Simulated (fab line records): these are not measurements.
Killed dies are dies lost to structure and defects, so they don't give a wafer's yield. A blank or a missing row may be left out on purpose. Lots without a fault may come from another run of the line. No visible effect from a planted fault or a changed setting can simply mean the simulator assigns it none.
fab line records	flow berkeley-cmos170
record: lots: 5	wafers: 23
route steps=331 shown SILICIDE@211 V1@254 M2@284 M3@322
start-h: the number of hours between the record's first day and the start of the first shown wafer of the lot	wait-h: hours elapsed since this lot's preceding step	" same as the row above	L1.1+2: several wafers, shown together as one row	- no value, or no start given	* or withheld: withheld	< > ~ a bound
route shown NAME@n: NAME is a module with steps in the file, n the number in the route of the first one	usual: the fault-free wafers' mean and standard deviation	same: alike in all rows	chamber/n: place in a boat	sites: each site's reading	_std_site: their standard deviation	_edge_site: outer sites' mean less inner sites'	radius-mm: for every site, how far away it sits from the centre of the wafer	mask NAME#n: copy n	behind: tool/chamber where the wafer was last shaped	hold: reason for holding the lot/hours on hold/outcome of the hold	device: the n, p or np transistor that did not switch	end of line: at the end of the route, the tests of the same wafers	for a step that has no rows: nothing shown but its recipe	killed: not the wafer's yield, but the dies lost to structure and defects at the first sort	map: dies across one wafer; x = killed, . = not, _ = none there
set.NAME: the setting as run; set.NAME@STEP: as run at that earlier step	model.NAME: the simulator's own value behind a step, which no gauge read
lots with deliberately changed settings; one table per step, one row per wafer
== steps ==
step: UCB170_SILICIDE_SPUTTER_01
recipe: material: Ti	target-thk-nm: 30	time-s: 25	power-w: 1500	chamber-pressure-pa: 0.5
lot.wafer	tool	chamber	start-h	wait-h	set.time-s	model.Ti_of_SILICIDE_SPUTTER_01.thk-nm
L077.2+3	pvd-sputter-01	-	182.57	0.0	25	30.2
L077.4	"	-	"	"	25	30.15
L077.5	"	-	"	"	25	30.08
L077.6	"	-	"	"	25	30.14
L076.1	pvd-sputter-03	-	183.20	0.0	28.18	33.2
L076.2	"	-	"	"	25	29.54
L076.3	"	-	"	"	28.18	33.68
L076.4	"	-	"	"	25	29.84
L076.5	"	-	"	"	28.18	33.38
L081.1	pvd-sputter-02	-	223.33	0.0	25	29.77
L081.2	"	-	"	"	27.92	33.11
L081.3	"	-	"	"	25	29.84
L081.4	"	-	"	"	25	29.97
L081.5	"	-	"	"	27.92	33.52
L083.1	pvd-sputter-03	-	226.79	0.0	25	29.89
L083.3	"	-	"	"	25	29.88
L083.5	"	-	"	"	25	29.82
L085.1	pvd-sputter-03	-	246.22	0.0	25	29.13
L085.2	"	-	"	"	25	29.54
L085.3	"	-	"	"	25	29.36
L085.5	"	-	"	"	25	29.39
L085.6	"	-	"	"	25	29.07
step: UCB170_SILICIDE_RS_MEAS_02
recipe: thk-meas-gauge: four-point-probe	reads: Ti_of_SILICIDE_SPUTTER_01
usual: SILICIDE_TI_RS: 26.2/0.32
lot.wafer	tool	chamber	start-h	wait-h	set.time-s@SILICIDE_SPUTTER_01	SILICIDE_TI_RS[ohm/sq]
L077.2	film-metro-03	-	182.68	0.1	25	26.0
L077.3	"	-	"	"	25	26.0
L077.4	"	-	"	"	25	26.1
L077.5	"	-	"	"	25	26.1
L077.6	"	-	"	"	25	26.0
L076.1	film-metro-04	-	183.23	0.0	28.18	23.2
L076.2	"	-	"	"	25	26.6
L076.3	"	-	"	"	28.18	22.8
L076.4	"	-	"	"	25	26.3
L076.5	"	-	"	"	28.18	23.1
L081.1	film-metro-03	-	223.36	0.0	25	26.4
L081.2	"	-	"	"	27.92	23.2
L081.3	"	-	"	"	25	26.3
L081.4	"	-	"	"	25	26.1
L081.5	"	-	"	"	27.92	22.9
L083.1	film-metro-04	-	226.82	0.0	25	26.2
L083.3	"	-	"	"	25	26.2
L083.5	"	-	"	"	25	26.3
L085.1	film-metro-01	-	246.25	0.0	25	27.0
L085.2	"	-	"	"	25	26.6
L085.3	"	-	"	"	25	26.7
L085.5	"	-	"	"	25	26.7
L085.6	"	-	"	"	25	27.1
step: UCB170_SILICIDE_THK_MEAS_03
recipe: thk-meas-gauge: xrf	reads: Ti_of_SILICIDE_SPUTTER_01
usual: SILICIDE_TI_THK: 30.1/0.32
lot.wafer	tool	chamber	start-h	wait-h	set.time-s@SILICIDE_SPUTTER_01	SILICIDE_TI_THK[nm]
L077.2	film-metro-03	-	182.79	0.1	25	30.6
L077.3	"	-	"	"	25	30.5
L077.4	"	-	"	"	25	30.5
L077.5	"	-	"	"	25	30.3
L077.6	"	-	"	"	25	30.4
L076.1	film-metro-04	-	183.35	0.1	28.18	33.6
L076.2	"	-	"	"	25	29.8
L076.3	"	-	"	"	28.18	33.9
L076.4	"	-	"	"	25	30.1
L076.5	"	-	"	"	28.18	33.7
L081.1	film-metro-03	-	223.48	0.1	25	29.8
L081.2	"	-	"	"	27.92	33.3
L081.3	"	-	"	"	25	29.9
L081.4	"	-	"	"	25	30.2
L081.5	"	-	"	"	27.92	33.5
L083.1	film-metro-04	-	226.94	0.1	25	30.0
L083.3	"	-	"	"	25	29.9
L083.5	"	-	"	"	25	29.9
L085.1	film-metro-01	-	246.37	0.1	25	29.3
L085.2	"	-	"	"	25	29.6
L085.3	"	-	"	"	25	29.5
L085.5	"	-	"	"	25	29.4
L085.6	"	-	"	"	25	29.3
step: UCB170_V1_CVD_00
recipe: material: SiO2	target-thk-nm: 2000	temp-c: 390	precursor: TEOS/O2	time-s: 250	rf-w: 550	pressure-mtorr: 9000
lot.wafer	tool	chamber	start-h	wait-h	set.time-s	model.SiO2_of_V1_CVD_00.thk-nm
L077.2	pecvd-02	0	191.72	0.0	287.1	2245
L077.3	"	1	"	"	250	2001
L077.4	"	1	"	"	250	2010
L077.5	"	2	"	"	287.1	2294
L077.6	"	0	"	"	287.1	2289
L076.1	pecvd-01	2	193.05	0.0	250	1984
L076.2	"	1	"	"	228.6	1814
L076.3	"	0	"	"	228.6	1828
L076.4	"	0	"	"	250	2009
L076.5	"	2	"	"	250	2023
L081.1	pecvd-02	0	233.63	0.0	250	1928
L081.2	"	2	"	"	250	1954
L081.3	"	1	"	"	221	1735
L081.4	"	2	"	"	221	1775
L081.5	"	0	"	"	221	1743
L083.1	pecvd-01	2	236.21	0.0	250	2012
L083.3	"	0	"	"	250	2020
L083.5	"	2	"	"	250	2023
L085.1	pecvd-01	0	256.63	0.0	250	1988
L085.2	"	1	"	"	250	1987
L085.3	"	2	"	"	250	2004
L085.5	"	2	"	"	250	2019
L085.6	"	1	"	"	250	2028
step: UCB170_V1_THK_MEAS_01
recipe: reads: SiO2_of_V1_CVD_00
usual: V1_TEOS_THK: 2000/27
lot.wafer	tool	chamber	start-h	wait-h	set.time-s@V1_CVD_00	V1_TEOS_THK[nm]
L077.2	film-metro-03	-	191.88	0.1	287.1	2245
L077.3	"	-	"	"	250	2002
L077.4	"	-	"	"	250	2011
L077.5	"	-	"	"	287.1	2293
L077.6	"	-	"	"	287.1	2290
L076.1	film-metro-03	-	193.21	0.1	250	1985
L076.2	"	-	"	"	228.6	1815
L076.3	"	-	"	"	228.6	1828
L076.4	"	-	"	"	250	2009
L076.5	"	-	"	"	250	2025
L081.1	film-metro-02	-	233.78	0.1	250	1928
L081.2	"	-	"	"	250	1955
L081.3	"	-	"	"	221	1734
L081.4	"	-	"	"	221	1774
L081.5	"	-	"	"	221	1744
L083.1	film-metro-03	-	236.37	0.1	250	2013
L083.3	"	-	"	"	250	2020
L083.5	"	-	"	"	250	2024
L085.1	film-metro-03	-	256.82	0.1	250	1989
L085.2	"	-	"	"	250	1987
L085.3	"	-	"	"	250	2003
L085.5	"	-	"	"	250	2020
L085.6	"	-	"	"	250	2029
step: UCB170_V1_EXPOSE_09
recipe: mask-id: VIA1	target-cd-nm: 700	na: 0.5	sigma-outer: 0.6	source-shape: conventional	dose-mj: 37
lot.wafer	tool	chamber	start-h	wait-h	mask	set.dose-mj
L077.2+3+4	krf-scanner-02	0	193.58	0.2	VIA1#0	36.01
L077.5+6	"	0	"	"	VIA1#0	37
L076.1+5	krf-scanner-02	0	195.03	0.3	VIA1#0	35.15
L076.2+3+4	"	0	"	"	VIA1#0	37
L081.1+2+3+4+5	krf-scanner-01	0	235.05	0.1	VIA1#0	37
L083.1+3+5	krf-scanner-02	0	237.68	0.2	VIA1#0	37
L085.1+3	krf-scanner-02	0	258.57	0.2	VIA1#0	37
L085.2+5+6	"	0	"	"	VIA1#0	35.74
step: UCB170_V1_PEB_10
recipe: peb-temp-c: 130	peb-time-s: withheld	resist: KrF
step: UCB170_V1_DEVELOP_11
recipe: developer: TMAH	develop-time-s: 45	resist: KrF	dev-temp-c: 21
step: UCB170_V1_CD_MEAS_12
recipe: target-cd-nm: 700
usual: cd-nm: 699.8/1.2
lot.wafer	tool	chamber	start-h	wait-h	set.dose-mj@V1_EXPOSE_09	cd-nm
L077.2	cd-sem-01	-	193.97	-	36.01	694.0
L077.3	"	-	"	"	36.01	694.0
L077.4	"	-	"	"	36.01	695.8
L077.5	"	-	"	"	37	698.6
L077.6	"	-	"	"	37	698.6
L076.1	cd-sem-01	-	195.44	-	35.15	693.0
L076.2	"	-	"	"	37	700.6
L076.3	"	-	"	"	37	700.2
L076.4	"	-	"	"	37	700.9
L076.5	"	-	"	"	35.15	692.1
L081.1	cd-sem-01	-	235.44	-	37	699.3
L081.2	"	-	"	"	37	699.4
L081.3	"	-	"	"	37	698.0
L081.4	"	-	"	"	37	698.3
L081.5	"	-	"	"	37	698.8
L083.1	cd-sem-02	-	238.08	-	37	699.5
L083.3	"	-	"	"	37	698.8
L083.5	"	-	"	"	37	698.6
L085.1	cd-sem-01	-	258.96	-	37	701.3
L085.2	"	-	"	"	35.74	695.6
L085.3	"	-	"	"	37	701.5
L085.5	"	-	"	"	35.74	694.5
L085.6	"	-	"	"	35.74	694.5
step: UCB170_V1_ETCH_14
recipe: chemistry: CHF3/CF4/Ar	target: SiO2	stop-on: Al	CHF3_flow_sccm: 45	cf4-flow-sccm: 15	Ar_flow_sccm: 150	pressure-mtorr: 200	rf-w: 700	target-depth-a: 12500	over-etch-frac: 0.25	time-s: 291
lot.wafer	tool	chamber	start-h	wait-h	set.dose-mj@V1_EXPOSE_09	model.V1.cd-nm
L077.2	rie-diel-04	3	194.11	0.0	36.01	694.8
L077.3	"	2	"	"	36.01	694.6
L077.4	"	1	"	"	36.01	696.6
L077.5	"	3	"	"	37	699.7
L077.6	"	0	"	"	37	698.3
L076.1	rie-diel-04	1	195.59	0.0	35.15	694.2
L076.2	"	3	"	"	37	702.3
L076.3	"	2	"	"	37	701.1
L076.4	"	3	"	"	37	702.5
L076.5	"	2	"	"	35.15	692.6
L081.1	rie-diel-04	1	235.60	0.0	37	699.7
L081.2	"	0	"	"	37	699.5
L081.3	"	3	"	"	37	698.9
L081.4	"	3	"	"	37	698.7
L081.5	"	1	"	"	37	699.9
L083.1	rie-diel-04	3	238.23	0.0	37	699.8
L083.3	"	1	"	"	37	698.4
L083.5	"	3	"	"	37	698.9
L085.1	rie-diel-04	1	259.11	0.0	37	700.5
L085.2	"	0	"	"	35.74	694.5
L085.3	"	2	"	"	37	700.3
L085.5	"	0	"	"	35.74	693.1
L085.6	"	1	"	"	35.74	694.6
step: UCB170_V1_STRIP_15
recipe: chemistry: O2	power-w: 400	pressure-mtorr: 3500	platen-temp-c: withheld	o2-flow-sccm: 400	overash-fraction: 0.5
step: UCB170_V1_CD_MEAS_90
recipe: target-cd-nm: 700
usual: cd-nm: 699.9/1.3
lot.wafer	tool	chamber	start-h	wait-h	set.dose-mj@V1_EXPOSE_09	cd-nm
L077.2	cd-sem-01	-	194.41	0.1	36.01	695.1
L077.3	"	-	"	"	36.01	694.6
L077.4	"	-	"	"	36.01	696.5
L077.5	"	-	"	"	37	699.7
L077.6	"	-	"	"	37	698.3
L076.1	cd-sem-02	-	195.92	0.1	35.15	694.2
L076.2	"	-	"	"	37	702.5
L076.3	"	-	"	"	37	701.2
L076.4	"	-	"	"	37	702.6
L076.5	"	-	"	"	35.15	692.9
L081.1	cd-sem-01	-	235.88	0.1	37	699.6
L081.2	"	-	"	"	37	699.4
L081.3	"	-	"	"	37	699.2
L081.4	"	-	"	"	37	698.4
L081.5	"	-	"	"	37	700.4
L083.1	cd-sem-02	-	238.51	0.1	37	699.5
L083.3	"	-	"	"	37	698.1
L083.5	"	-	"	"	37	699.0
L085.1	cd-sem-02	-	259.39	0.1	37	700.4
L085.2	"	-	"	"	35.74	694.9
L085.3	"	-	"	"	37	700.4
L085.5	"	-	"	"	35.74	693.1
L085.6	"	-	"	"	35.74	694.4
step: UCB170_M2_PEB_13
recipe: peb-temp-c: 130	peb-time-s: withheld	resist: KrF
lot.wafer	tool	chamber	start-h	wait-h	set.peb-temp-c
L077.2+5	litho-track-02	0	196.53	0.1	130
L077.3+4+6	"	0	"	"	128.1
L076.1+2+3+4+5	litho-track-02	0	197.67	0.1	130
L081.1+2+3+4+5	litho-track-04	0	237.95	0.1	130
L083.1+3+5	litho-track-02	0	240.66	0.1	130
L085.1+6	litho-track-02	0	261.98	0.4	130
L085.2+3+5	"	0	"	"	127.3
step: UCB170_M2_DEVELOP_14
recipe: developer: TMAH	develop-time-s: 45	resist: KrF	dev-temp-c: 21
step: UCB170_M2_CD_MEAS_15
recipe: target-cd-nm: 700
usual: cd-nm: 700.2/1.4
lot.wafer	tool	chamber	start-h	wait-h	set.peb-temp-c@M2_PEB_13	cd-nm
L077.2	cd-sem-02	-	196.80	-	130	700.0
L077.3	"	-	"	"	128.1	713.8
L077.4	"	-	"	"	128.1	712.9
L077.5	"	-	"	"	130	700.9
L077.6	"	-	"	"	128.1	715.0
L076.1	cd-sem-02	-	197.95	-	130	698.9
L076.2	"	-	"	"	130	697.8
L076.3	"	-	"	"	130	697.6
L076.4	"	-	"	"	130	697.5
L076.5	"	-	"	"	130	697.5
L081.1	cd-sem-01	-	238.23	-	130	700.0
L081.2	"	-	"	"	130	698.9
L081.3	"	-	"	"	130	699.5
L081.4	"	-	"	"	130	700.0
L081.5	"	-	"	"	130	700.4
L083.1	cd-sem-01	-	241.19	-	130	699.3
L083.3	"	-	"	"	130	699.2
L083.5	"	-	"	"	130	699.6
L085.1	cd-sem-01	-	262.25	-	130	700.4
L085.2	"	-	"	"	127.3	720.7
L085.3	"	-	"	"	127.3	720.6
L085.5	"	-	"	"	127.3	720.9
L085.6	"	-	"	"	130	700.8
step: UCB170_M2_ETCH_17
recipe: chemistry: N2/H2	target-depth-a: withheld	overetch-a: withheld	target: BARC	time-s: withheld	source-w: 500	bias-w: 100	pressure-mtorr: 30	n2-flow-sccm: 100	h2-flow-sccm: 200
lot.wafer	tool	chamber	start-h	wait-h	set.bias-w	set.peb-temp-c@M2_PEB_13	model.M2.cd-nm
L077.2	rie-diel-03	2	196.93	0.0	100	130	700.1
L077.3	"	0	"	"	100	128.1	713.4
L077.4	"	1	"	"	89.08	128.1	711.9
L077.5	"	3	"	"	100	130	700.5
L077.6	"	2	"	"	89.08	128.1	714.7
L076.1	rie-diel-03	1	198.11	0.0	110.3	130	698.6
L076.2	"	3	"	"	100	130	698.3
L076.3	"	2	"	"	110.3	130	698
L076.4	"	0	"	"	110.3	130	698.1
L076.5	"	0	"	"	100	130	698.2
L081.1	rie-diel-02	2	238.38	0.0	100	130	700.5
L081.2	"	3	"	"	109.9	130	698.8
L081.3	"	0	"	"	100	130	699.1
L081.4	"	1	"	"	100	130	699.8
L081.5	"	0	"	"	109.9	130	699.7
L083.1	rie-diel-01	2	241.34	0.0	100	130	700.3
L083.3	"	3	"	"	100	130	699.2
L083.5	"	2	"	"	100	130	700.2
L085.1	rie-diel-03	1	262.41	0.0	100	130	700.4
L085.2	"	0	"	"	111.8	127.3	720.9
L085.3	"	3	"	"	111.8	127.3	720.7
L085.5	"	3	"	"	100	127.3	721
L085.6	"	2	"	"	111.8	130	700.9
step: UCB170_M2_METAL_ETCH_18
recipe: chemistry: Cl2/BCl3	target: Al	stop-on: SiO2	pressure-mtorr: 12	target-depth-a: 11700	over-etch-frac: 0.3	time-s: 195	icp-w: 600	bias-w: 120	Cl2_flow_sccm: 90	bcl3-flow-sccm: 45
step: UCB170_M2_STRIP_19
recipe: chemistry: O2	power-w: 400	pressure-mtorr: 3500	platen-temp-c: withheld	o2-flow-sccm: 400	overash-fraction: 0.5
step: UCB170_M2_CD_MEAS_90
recipe: target-cd-nm: 700
usual: cd-nm: 700/3.5
lot.wafer	tool	chamber	start-h	wait-h	set.peb-temp-c@M2_PEB_13	cd-nm
L077.2	cd-sem-01	-	197.47	0.1	130	699
L077.3	"	-	"	"	128.1	715
L077.4	"	-	"	"	128.1	715
L077.5	"	-	"	"	130	703
L077.6	"	-	"	"	128.1	716
L076.1	cd-sem-02	-	198.44	0.1	130	697
L076.2	"	-	"	"	130	698
L076.3	"	-	"	"	130	698
L076.4	"	-	"	"	130	694
L076.5	"	-	"	"	130	699
L081.1	cd-sem-01	-	238.71	0.1	130	698
L081.2	"	-	"	"	130	690
L081.3	"	-	"	"	130	699
L081.4	"	-	"	"	130	694
L081.5	"	-	"	"	130	693
L083.1	cd-sem-01	-	241.67	0.1	130	702
L083.3	"	-	"	"	130	699
L083.5	"	-	"	"	130	702
L085.1	cd-sem-01	-	262.74	0.1	130	701
L085.2	"	-	"	"	127.3	719
L085.3	"	-	"	"	127.3	721
L085.5	"	-	"	"	127.3	722
L085.6	"	-	"	"	130	701
step: UCB170_M3_PEB_13
recipe: peb-temp-c: 130	peb-time-s: withheld	resist: KrF
lot.wafer	tool	chamber	start-h	wait-h	set.peb-temp-c
L077.2+3+4+5+6	litho-track-02	0	201.63	0.1	130
L076.1+3	litho-track-04	0	202.76	0.1	126.3
L076.2+4+5	"	0	"	"	130
L081.1+2+3	litho-track-01	0	244.03	0.3	130
L081.4+5	"	0	"	"	128.7
L083.1+3+5	litho-track-01	0	246.65	0.1	130
L085.1+3+5	litho-track-02	0	267.94	0.4	130
L085.2+6	"	0	"	"	126.9
step: UCB170_M3_DEVELOP_14
recipe: developer: TMAH	develop-time-s: 45	resist: KrF	dev-temp-c: 21
lot.wafer	tool	chamber	start-h	wait-h	set.dev-temp-c
L077.2+3+4+5+6	litho-track-02	0	-	-	21
L076.1+2+3	litho-track-04	0	-	-	24.39
L076.4+5	"	0	"	"	21
L081.1+3+5	litho-track-01	0	-	-	18.8
L081.2+4	"	0	"	"	21
L083.1+3+5	litho-track-01	0	-	-	21
L085.1+2	litho-track-02	0	-	-	21
L085.3+5+6	"	0	"	"	24.69
step: UCB170_M3_CD_MEAS_15
recipe: target-cd-nm: 700
usual: cd-nm: 700.6/1.3
lot.wafer	tool	chamber	start-h	wait-h	set.peb-temp-c@M3_PEB_13	cd-nm
L077.2	cd-sem-02	-	201.90	-	130	700.8
L077.3	"	-	"	"	130	699.9
L077.4	"	-	"	"	130	701.3
L077.5	"	-	"	"	130	699.8
L077.6	"	-	"	"	130	702.2
L076.1	cd-sem-02	-	203.04	-	126.3	729.2
L076.2	"	-	"	"	130	701.0
L076.3	"	-	"	"	126.3	729.4
L076.4	"	-	"	"	130	699.3
L076.5	"	-	"	"	130	700.2
L081.1	cd-sem-02	-	244.30	-	130	698.4
L081.2	"	-	"	"	130	700.0
L081.3	"	-	"	"	130	698.2
L081.4	"	-	"	"	128.7	707.7
L081.5	"	-	"	"	128.7	708.0
L083.1	cd-sem-01	-	246.93	-	130	700.0
L083.3	"	-	"	"	130	699.2
L083.5	"	-	"	"	130	700.8
L085.1	cd-sem-02	-	268.21	-	130	701.2
L085.2	"	-	"	"	126.9	723.2
L085.3	"	-	"	"	130	699.0
L085.5	"	-	"	"	130	699.5
L085.6	"	-	"	"	126.9	724.1
step: UCB170_M3_ETCH_17
recipe: chemistry: N2/H2	target-depth-a: withheld	overetch-a: withheld	target: BARC	time-s: withheld	source-w: 500	bias-w: 100	pressure-mtorr: 30	n2-flow-sccm: 100	h2-flow-sccm: 200
lot.wafer	tool	chamber	start-h	wait-h	set.peb-temp-c@M3_PEB_13	model.M3.cd-nm
L077.2	rie-diel-03	0	202.03	0.0	130	700.7
L077.3	"	3	"	"	130	700.2
L077.4	"	1	"	"	130	700.9
L077.5	"	1	"	"	130	699.6
L077.6	"	2	"	"	130	702.4
L076.1	rie-diel-02	3	203.19	0.0	126.3	728.7
L076.2	"	2	"	"	130	701
L076.3	"	0	"	"	126.3	728.9
L076.4	"	3	"	"	130	699.6
L076.5	"	2	"	"	130	700.8
L081.1	rie-diel-04	3	244.46	0.0	130	698.8
L081.2	"	0	"	"	130	701.3
L081.3	"	1	"	"	130	698.1
L081.4	"	1	"	"	128.7	707.8
L081.5	"	3	"	"	128.7	708.7
L083.1	rie-diel-04	3	247.09	0.0	130	700.5
L083.3	"	0	"	"	130	700.1
L083.5	"	0	"	"	130	701.5
L085.1	rie-diel-03	2	268.37	0.0	130	701.6
L085.2	"	0	"	"	126.9	723.6
L085.3	"	1	"	"	130	699
L085.5	"	2	"	"	130	700
L085.6	"	1	"	"	126.9	723.9
== key ==
split: step: UCB170_SILICIDE_SPUTTER_01	setting: time-s	stated: 25	by: wafer
response: step: UCB170_SILICIDE_SPUTTER_01	reading: model.Ti_of_SILICIDE_SPUTTER_01.thk-nm	change: +0.294	per: 1%	r: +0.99
response: step: UCB170_SILICIDE_RS_MEAS_02	reading: SILICIDE_TI_RS	change: -0.269	per: 1%	r: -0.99
response: step: UCB170_SILICIDE_THK_MEAS_03	reading: SILICIDE_TI_THK	change: +0.296	per: 1%	r: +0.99
split: step: UCB170_V1_CVD_00	setting: time-s	stated: 250	by: wafer
response: step: UCB170_V1_CVD_00	reading: model.SiO2_of_V1_CVD_00.thk-nm	change: +18.2	per: 1%	r: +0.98
response: step: UCB170_V1_THK_MEAS_01	reading: V1_TEOS_THK	change: +18.2	per: 1%	r: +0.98
split: step: UCB170_V1_EXPOSE_09	setting: dose-mj	stated: 37	by: wafer
response: step: UCB170_V1_CD_MEAS_12	reading: cd-nm	change: +1.67	per: 1%	r: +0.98
response: step: UCB170_V1_ETCH_14	reading: model.V1.cd-nm	change: +1.69	per: 1%	r: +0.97
response: step: UCB170_V1_CD_MEAS_90	reading: cd-nm	change: +1.69	per: 1%	r: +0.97
split: step: UCB170_M2_PEB_13	setting: peb-temp-c	stated: 130	by: wafer
response: step: UCB170_M2_CD_MEAS_15	reading: cd-nm	change: -9.51	per: 1%	r: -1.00
response: step: UCB170_M2_ETCH_17	reading: model.M2.cd-nm	change: -9.46	per: 1%	r: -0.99
response: step: UCB170_M2_CD_MEAS_90	reading: cd-nm	change: -9.63	per: 1%	r: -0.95
split: step: UCB170_M2_ETCH_17	setting: bias-w	stated: 100	by: wafer
response none clear
split: step: UCB170_M3_PEB_13	setting: peb-temp-c	stated: 130	by: wafer
response: step: UCB170_M3_CD_MEAS_15	reading: cd-nm	change: -10	per: 1%	r: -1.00
response: step: UCB170_M3_ETCH_17	reading: model.M3.cd-nm	change: -9.84	per: 1%	r: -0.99
split: step: UCB170_M3_DEVELOP_14	setting: dev-temp-c	stated: 21	by: wafer
response none clear
